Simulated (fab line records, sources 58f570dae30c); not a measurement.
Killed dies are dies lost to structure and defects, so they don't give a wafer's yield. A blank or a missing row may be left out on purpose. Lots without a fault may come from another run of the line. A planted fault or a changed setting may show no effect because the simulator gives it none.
Which tool did it? | flow berkeley_cmos170 | 14 lots, 42 wafers sampled, at 6 steps of a route of 331

WHAT THE GAUGES READ, wafer by wafer
UCB170_GATE_CD_MEAS_90: target cd 350 nm.
lot  | measured     | on        | cd_nm (nm)
L398 | day 7 02:36  | cd_sem-01 | 348.1 349.3 349.3
L399 | day 7 21:51  | cd_sem-02 | 350.6 348.9 351.1
L400 | day 7 22:21  | cd_sem-02 | 348.7 350.5 349.8
L401 | day 7 22:38  | cd_sem-02 | 350.6 349.8 349.2
L402 | day 8 06:38  | cd_sem-02 | 349.8 349.7 348.9
L404 | day 9 06:58  | cd_sem-01 | 349.7 351.1 350.4
L406 | day 9 07:19  | cd_sem-01 | 349.7 349.7 349.6
L407 | day 9 15:59  | cd_sem-02 | 349.2 347.7 349.0
L410 | day 10 05:29 | cd_sem-01 | 348.9 350.5 348.1
L411 | day 10 18:56 | cd_sem-01 | 350.2 350.4 348.9
L413 | day 11 08:16 | cd_sem-02 | 349.3 348.9 350.7
L416 | day 11 18:20 | cd_sem-02 | 350.4 350.8 349.0
L420 | day 12 14:14 | cd_sem-02 | 350.1 349.1 349.8
L421 | day 12 23:14 | cd_sem-02 | 350.8 350.4 351.3

UCB170_SDANNEAL_RS_MEAS_03: measures by four-point-probe.
lot  | measured     | on            | NSD_RS (ohm/sq)
L398 | day 8 00:45  | film_metro-04 | 37.10 37.30 37.10
L399 | day 8 18:25  | film_metro-02 | 37.29 37.29 37.36
L400 | day 8 18:46  | film_metro-01 | 37.35 37.26 37.43
L401 | day 8 18:58  | film_metro-04 | 37.19 37.19 37.22
L402 | day 8 19:14  | film_metro-02 | 37.47 37.40 37.45
L404 | day 9 23:46  | film_metro-02 | 37.32 37.21 37.28
L406 | day 9 23:52  | film_metro-04 | 37.30 37.27 37.37
L407 | day 10 10:37 | film_metro-02 | 37.36 37.34 37.33
L410 | day 10 22:48 | film_metro-02 | 37.29 37.37 37.24
L411 | day 11 11:41 | film_metro-01 | 37.25 37.22 37.18
L413 | day 12 03:09 | film_metro-02 | 37.35 37.21 37.27
L416 | day 12 11:33 | film_metro-01 | 37.44 37.39 37.34
L420 | day 13 07:01 | film_metro-02 | 37.42 37.38 37.39
L421 | day 13 14:43 | film_metro-04 | 37.30 37.34 37.30

UCB170_SDANNEAL_RS_MEAS_04: measures by four-point-probe.
lot  | measured     | on            | PLDD_RS (ohm/sq)
L398 | day 8 00:52  | film_metro-04 | 1032.0 1035.8 1035.5
L399 | day 8 18:32  | film_metro-02 | 1034.8 1035.9 1035.0
L400 | day 8 18:53  | film_metro-01 | 1035.1 1033.4 1033.3
L401 | day 8 19:05  | film_metro-04 | 1034.4 1034.3 1034.6
L402 | day 8 19:22  | film_metro-02 | 1036.7 1032.5 1031.8
L404 | day 9 23:53  | film_metro-02 | 1037.8 1036.8 1037.3
L406 | day 9 23:59  | film_metro-04 | 1030.3 1030.3 1029.7
L407 | day 10 10:44 | film_metro-02 | 1037.6 1037.3 1034.8
L410 | day 10 22:55 | film_metro-02 | 1030.7 1029.8 1029.0
L411 | day 11 11:48 | film_metro-01 | 1030.4 1033.9 1032.1
L413 | day 12 03:16 | film_metro-02 | 1030.5 1031.9 1033.0
L416 | day 12 11:40 | film_metro-01 | 1034.0 1032.8 1029.3
L420 | day 13 07:08 | film_metro-02 | 1069.8 1069.8 1068.9 1069.1 1066.9 1069.1
L421 | day 13 14:50 | film_metro-04 | 1062.6 1062.2 1063.8 1060.5 1061.4 1063.1

UCB170_SDANNEAL_RS_MEAS_05: measures by four-point-probe.
lot  | measured     | on            | NLDD_RS (ohm/sq)
L398 | day 8 00:59  | film_metro-04 | 615.8 615.2 614.4
L399 | day 8 18:39  | film_metro-02 | 617.7 617.2 616.4
L400 | day 8 19:01  | film_metro-01 | 616.8 616.2 617.1
L401 | day 8 19:13  | film_metro-04 | 616.7 615.9 616.7
L402 | day 8 19:29  | film_metro-02 | 613.7 617.7 616.5
L404 | day 10 00:01 | film_metro-02 | 617.2 617.1 615.4
L406 | day 10 00:06 | film_metro-04 | 615.5 614.9 616.8
L407 | day 10 10:52 | film_metro-02 | 617.1 616.5 615.8
L410 | day 10 23:02 | film_metro-02 | 618.6 617.2 618.1
L411 | day 11 11:55 | film_metro-01 | 617.3 618.6 618.5
L413 | day 12 03:23 | film_metro-02 | 615.8 615.2 617.3
L416 | day 12 11:47 | film_metro-01 | 619.4 617.7 618.9
L420 | day 13 14:01 | film_metro-02 | 620.0 620.2 621.1
L421 | day 13 21:05 | film_metro-04 | 619.5 620.0 620.9

UCB170_CONTACT_CD_MEAS_15: target cd 700 nm.
lot  | measured     | on        | cd_nm (nm)
L398 | day 8 05:23  | cd_sem-02 | 699.9 700.2 702.6
L399 | day 8 22:55  | cd_sem-01 | 699.8 699.5 700.1
L400 | day 8 23:23  | cd_sem-02 | 698.2 698.4 697.1
L401 | day 9 01:13  | cd_sem-01 | 703.9 703.1 700.6
L402 | day 9 00:58  | cd_sem-01 | 699.1 700.0 699.2
L404 | day 10 04:20 | cd_sem-01 | 698.6 697.5 699.7
L406 | day 10 04:34 | cd_sem-02 | 696.9 699.0 698.7
L407 | day 10 16:07 | cd_sem-02 | 703.2 702.6 700.5
L410 | day 11 03:22 | cd_sem-02 | 700.7 699.7 700.6
L411 | day 11 18:53 | cd_sem-02 | 703.0 702.6 702.0
L413 | day 12 07:55 | cd_sem-01 | 700.0 700.3 701.5
L416 | day 12 16:06 | cd_sem-02 | 698.8 699.5 698.4
L420 | day 13 21:38 | cd_sem-01 | 702.7 701.0 701.8
L421 | day 14 03:33 | cd_sem-02 | 699.1 700.0 699.9

WHICH TOOL RAN EACH LOT (tool, then ch and the chambers of the sampled wafers, then the start)
lot  | UCB170_SPACER_ANNEAL_02
L398 | furnace-04 ch 0, day 7 16:15
L399 | furnace-01 ch 0, day 8 12:44
L400 | furnace-01 ch 0, day 8 12:44
L401 | furnace-01 ch 0, day 8 12:44
L402 | furnace-01 ch 0, day 8 12:44
L404 | furnace-04 ch 0, day 9 15:52
L406 | furnace-04 ch 0, day 9 15:52
L407 | furnace-01 ch 0, day 10 04:15
L410 | furnace-04 ch 0, day 10 16:51
L411 | furnace-02 ch 0, day 11 05:19
L413 | furnace-02 ch 0, day 11 18:51
L416 | furnace-04 ch 0, day 12 05:02
L420 | furnace-02 ch 0, day 13 00:00
L421 | furnace-02 ch 0, day 13 07:05
- UCB170_SPACER_ANNEAL_02: time 1800 s.

WHAT THE TOOLS THEMSELVES READ (means of the sampled wafers that have a number; where no wafer has one, the mark that the record gives instead)
The record holds no such reading with a usual standard deviation.

THE ANSWER, worked out from the rows above alone
Rule: what is usual is taken from the lots themselves. Put in order of their means at a reading, lots are off if they are a third of the lots or fewer, leave a main group of 4 or more, and stand apart from it by a gap of 3 or more times the standard deviation of the main group's means; of several such gaps the widest counts. A main group whose means are all the same, to the digits that the tables above print for the reading, isn't used. A lot without any number at a reading at which 4 lots or more have one is off too. The other lots that the step has rows for count as sound. The gauges are gone through in route order, then the tools' own readings, and for those a lot's mean is taken as printed above. The first step at which some lot is off is used, and at that step the reading that is off furthest; a lot without a number counts as furthest.
Off: L420, L421, at UCB170_SDANNEAL_RS_MEAS_04 (PLDD_RS). The main group: mean 1033.5 ohm/sq, standard deviation 2.2.
A tool fits if, at a process step before that reading, it ran every lot that is off, and no sound lot after the first of them. The gauges at UCB170_SDANNEAL_RS_MEAS_04 are tried like those tools. One fits: furnace-02 at UCB170_SPACER_ANNEAL_02. Its last sound lot is L413 (day 11 18:51), its first lot that is off L420 (day 13 00:00): a fault that began between those two fits.

WHAT THE SIMULATOR HAD PUT IN
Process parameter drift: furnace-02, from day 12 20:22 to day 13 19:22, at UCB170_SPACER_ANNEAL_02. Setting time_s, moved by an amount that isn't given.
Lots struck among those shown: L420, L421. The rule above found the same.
